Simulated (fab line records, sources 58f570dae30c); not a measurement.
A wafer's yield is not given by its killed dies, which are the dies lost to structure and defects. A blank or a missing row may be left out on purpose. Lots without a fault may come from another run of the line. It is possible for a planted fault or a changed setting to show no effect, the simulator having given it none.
What tool caused it? | flow berkeley cmos170 | 14 lots, 42 wafers sampled, at 4 steps of a route of 331

## WHAT THE GAUGES SHOWED, per wafer
UCB170_CONTACT_CD_MEAS_15: target cd 700 nm.
lot  | measured     | on        | cd nm (nm)
L363 | day 6 16:05  | cd sem-02 | 699.7 698.7 698.2
L364 | day 6 20:13  | cd sem-02 | 701.6 701.7 701.6
L366 | day 7 09:18  | cd sem-02 | 698.7 699.2 699.6
L365 | day 7 09:34  | cd sem-02 | 698.8 699.2 702.0
L367 | day 7 12:02  | cd sem-02 | 699.7 699.9 700.4
L368 | day 7 17:53  | cd sem-02 | 699.3 699.5 699.7
L371 | day 7 18:41  | cd sem-01 | 699.3 699.3 700.0
L370 | day 7 19:34  | cd sem-01 | 703.3 701.7 702.6
L372 | day 8 11:48  | cd sem-01 | 700.2 699.4 700.5
L373 | day 8 17:53  | cd sem-01 | 700.6 701.4 701.1
L380 | day 10 17:24 | cd sem-01 | 699.5 700.5 700.9
L382 | day 10 17:41 | cd sem-01 | 699.8 699.3 699.1
L381 | day 10 18:57 | cd sem-01 | 697.7 697.3 697.7
L383 | day 11 02:48 | cd sem-02 | 699.0 699.8 698.6

UCB170_M3_OVL_MEAS_16.
lot  | measured     | on         | M3_OVL (nm)
L363 | day 7 11:27  | overlay-02 | 7 6 -2
L364 | day 7 14:17  | overlay-02 | 2 2 -3
L366 | day 8 06:05  | overlay-02 | 5 -10 1
L365 | day 8 05:14  | overlay-01 | 4 -5 6
L367 | day 8 05:31  | overlay-01 | 6 9 5
L368 | day 8 12:37  | overlay-02 | 2 0 1
L371 | day 8 12:54  | overlay-01 | 8 0 -2
L370 | day 8 13:29  | overlay-02 | 2 -9 0
L372 | day 9 07:56  | overlay-02 | -9 -4 -6
L373 | day 9 11:41  | overlay-01 | 1 -7 -6
L380 | day 11 11:36 | overlay-01 | -4 -6 -5
L382 | day 11 11:22 | overlay-02 | -6 -9 -10
L381 | day 11 15:27 | overlay-02 | -3 1 -9
L383 | day 11 18:50 | overlay-01 | 2 -5 1

## WHICH TOOL RAN EACH LOT (tool, then ch and the chambers of the sampled wafers, then the start)
lot  | UCB170_V1_SOFTBAKE_08             | UCB170_M2_ETCH_17
L363 | litho track-03 ch 0, day 7 00:58  | rie diel-01 ch 0,1, day 7 04:22
L364 | litho track-03 ch 0, day 7 04:02  | rie diel-01 ch 0,1,2, day 7 07:28
L366 | litho track-02 ch 0, day 7 20:25  | rie diel-01 ch 0,2,3, day 8 00:06
L365 | litho track-01 ch 0, day 7 19:52  | rie diel-02 ch 0,1,3, day 7 23:19
L367 | litho track-01 ch 0, day 7 20:19  | rie diel-02 ch 1,2, day 7 23:35
L368 | litho track-01 ch 0, day 8 03:23  | rie diel-04 ch 0,1,3, day 8 07:17
L371 | litho track-03 ch 0, day 8 03:37  | rie diel-02 ch 1,2,3, day 8 07:34
L370 | litho track-01 ch 0, day 8 03:50  | rie diel-04 ch 1,2, day 8 07:50
L372 | litho track-03 ch 0, day 8 21:05  | rie diel-04 ch 1,2,3, day 9 02:43
L373 | litho track-01 ch 0, day 9 03:29  | rie diel-02 ch 2,3, day 9 06:51
L380 | litho track-02 ch 0, day 11 01:25 | rie diel-02 ch 1,2,3, day 11 04:58
L382 | litho track-03 ch 0, day 11 01:28 | rie diel-01 ch 0,1,3, day 11 05:14
L381 | litho track-03 ch 0, day 11 04:54 | rie diel-02 ch 0,1,3, day 11 10:02
L383 | litho track-03 ch 0, day 11 09:53 | rie diel-02 ch 0,3, day 11 13:20
- UCB170_V1_SOFTBAKE_08: time 60 s.
- UCB170_M2_ETCH_17: etches BARC in N2/H2.

## WHAT THE TOOLS THEMSELVES READ (means of the sampled wafers that have a number; where no wafer has one, the mark that the record gives instead)
UCB170_V1_SOFTBAKE_08.
lot  | tool           | exhaust pa (Pa) | run length s (s)
L363 | litho track-03 | 45.5            | 89.36
L364 | litho track-03 | 45.1            | 89.30
L366 | litho track-02 | 44.1            | 89.12
L365 | litho track-01 | 44.3            | 89.12
L367 | litho track-01 | 45.4            | 89.21
L368 | litho track-01 | 44.9            | 89.27
L371 | litho track-03 | 45.5            | 89.14
L370 | litho track-01 | 44.1            | 92.45
L372 | litho track-03 | 45.9            | 89.33
L373 | litho track-01 | 46.0            | 92.48
L380 | litho track-02 | 44.4            | 89.12
L382 | litho track-03 | 46.0            | 89.30
L381 | litho track-03 | 45.7            | 89.17
L383 | litho track-03 | 44.6            | 89.23

UCB170_M2_ETCH_17.
lot  | tool        | drypump motor current A (A) | n2 flow sccm (sccm) | oes product au (a.u.) | throttle valve pct (%)
L363 | rie diel-01 | 5.7                         | 100.0               | 0.984                 | 13.46
L364 | rie diel-01 | 6.0                         | 100.1               | 0.988                 | 13.32
L366 | rie diel-01 | 6.2                         | 99.9                | 0.996                 | 13.34
L365 | rie diel-02 | 6.3                         | 99.9                | 0.986                 | 13.12
L367 | rie diel-02 | 5.8                         | 100.3               | 0.987                 | 13.33
L368 | rie diel-04 | 5.9                         | 99.9                | 0.995                 | 13.36
L371 | rie diel-02 | 6.0                         | 100.2               | 0.982                 | 13.19
L370 | rie diel-04 | 5.7                         | 100.0               | 0.994                 | 13.31
L372 | rie diel-04 | 5.6                         | 100.1               | 1.002                 | 13.20
L373 | rie diel-02 | 5.8                         | 99.8                | 0.979                 | 13.17
L380 | rie diel-02 | 6.0                         | 100.2               | 0.981                 | 13.20
L382 | rie diel-01 | 6.0                         | 100.5               | 1.001                 | 13.40
L381 | rie diel-02 | 6.3                         | 99.9                | 0.987                 | 13.12
L383 | rie diel-02 | 6.3                         | 100.3               | 0.997                 | 13.17

## THE ANSWER, worked out from the rows above alone
Rule: the usual values come from the lots themselves. The widest of any qualifying gaps counts: lots, ordered by their means at a reading, are off when they make up no more than a third of the lots, leave a main group of 4 or more, and stand apart from it by 3 or more times the standard deviation of that group's means. If all means in a main group match to the digits the tables above print for the reading, that group is not used. Also off: a lot with no number at a reading for which 4 or more lots have one. Where the step has rows for the other lots, those lots are counted as sound. First the gauges in route order, then the tools' own readings, where a lot's mean is used as printed above. The first step at which some lot is off is used, and at that step the reading that is off furthest; a lot without a number counts as furthest.
Off: L370, L373, at UCB170_V1_SOFTBAKE_08 (run length s). Mean 89.22 s and standard deviation 0.085 in the main group.
If a tool, at that step or one of the process steps before it, ran each lot that is off and ran no sound lot following the first of them, it fits. One fits: litho track-01 at UCB170_V1_SOFTBAKE_08. A fault onset in the window from L368 (day 8 03:23, its last sound lot) to L370 (day 8 03:50, its first lot off) fits.
The tool's own readings at UCB170_V1_SOFTBAKE_08 bear it out: on the lots that are off they differ by more than 5 times the standard deviation of the sound lots' means. run length s reads 92.47 s there against 89.22 s on the sound lots.

## WHAT THE SIMULATOR PUT IN
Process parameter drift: litho track-01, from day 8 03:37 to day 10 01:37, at UCB170_V1_SOFTBAKE_08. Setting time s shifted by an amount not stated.
Shown lots that were struck: L370, L373. The rule given above showed the same thing.
